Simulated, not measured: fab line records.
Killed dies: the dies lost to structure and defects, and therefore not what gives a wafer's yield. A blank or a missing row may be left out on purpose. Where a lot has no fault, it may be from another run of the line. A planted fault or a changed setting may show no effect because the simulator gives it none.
One fault seen from 2 desks | flow berkeley cmos170 | every desk sees just its own numbers, and what lay behind them comes last

FROM THE METROLOGY DESK
What the gauges read, lot by lot, whatever tool the lot ran on: means of the sampled wafers that have a number. A lot is out of limits, marked OUT, if its mean lies more than 4 standard deviations from the usual mean; the brackets give that distance.
Columns: A = NSD_RS at UCB170_SDANNEAL_RS_MEAS_03, usual 37.23 ohm/sq; B = cd nm at UCB170_M1_CD_MEAS_90, usual 700.6 nm
lot  | first seen here | A     | B
L450 | day 6 10:20     | 37.25 | 701.6
L451 | day 6 15:45     | 37.19 | 700.2
L453 | day 7 04:17     | 37.40 | 699.0
L456 | day 7 13:46     | 37.21 | 702.5
L457 | day 7 13:58     | 37.16 | 701.9
L459 | day 8 07:01     | 37.21 | 704.4
L462 | day 8 21:47     | 37.18 | 701.8
L461 | day 8 22:03     | 37.36 | 697.3
L464 | day 9 09:12     | 37.28 | 697.0
L465 | day 10 00:23    | 37.18 | 701.2
L466 | day 10 08:20    | 37.34 | 692.7
L469 | day 10 11:19    | 37.05 | 695.9
L468 | day 10 13:20    | 37.24 | 701.0
L473 | day 11 22:31    | 37.20 | 698.7
This desk found nothing out of limits on any of the 14 lots.

FOR THE TOOL OWNER'S DESK: rie metal-02
The tool's own readings at UCB170_M1_METAL_ETCH_12 (etches Al in Cl2/BCl3, stops on PSG, target depth 780 nm, time 130 s): means of the sampled wafers that have a number, for each lot that ran on this tool. A lot is out of limits, marked OUT, if its mean lies more than 4 standard deviations from the usual mean; the brackets give that distance.
Columns: A = drypump motor current A at UCB170_M1_METAL_ETCH_12, usual 5.5 A; B = oes product au at UCB170_M1_METAL_ETCH_12, usual 0.847 a.u.; C = throttle valve pct at UCB170_M1_METAL_ETCH_12, usual 24.42 %
lot  | first seen here | A   | B                | C
L451 | day 6 22:11     | 5.7 | 0.862            | 24.58
L453 | day 7 12:49     | 5.7 | 0.854            | 24.58
L457 | day 7 21:37     | 5.6 | 0.866            | 24.50
L459 | day 8 13:48     | 5.6 | 0.862            | 24.50
L462 | day 9 05:51     | 5.7 | 0.849            | 24.59
L466 | day 10 16:38    | 5.7 | 0.771 (-6.9) OUT | 24.69
L469 | day 10 20:11    | 5.7 | 0.771 (-6.9) OUT | 24.61
This desk's finding: out of limits on L466, L469; first on L466, day 10 16:38 (oes product au at UCB170_M1_METAL_ETCH_12). Within limits: L451, L453, L457, L459, L462.

ALL TOGETHER
An alarm could have come from the tool owner's desk at day 10 16:38, on L466, L469.
Nothing out of limits was seen by the metrology desk.
The metrology desk has L466, L469 on record, within its limits.
Of the lots named, all ran UCB170_M1_METAL_ETCH_12 on rie metal-02.

WHAT HAD BEEN PUT IN BY THE SIMULATOR
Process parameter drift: rie metal-02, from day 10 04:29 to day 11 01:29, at UCB170_M1_METAL_ETCH_12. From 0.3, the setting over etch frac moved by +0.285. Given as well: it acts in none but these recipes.
Shown lots that were struck: L466, L469.
How many hours passed from the start of the fault until each desk's first out-of-limits reading: the tool owner's desk, 12.
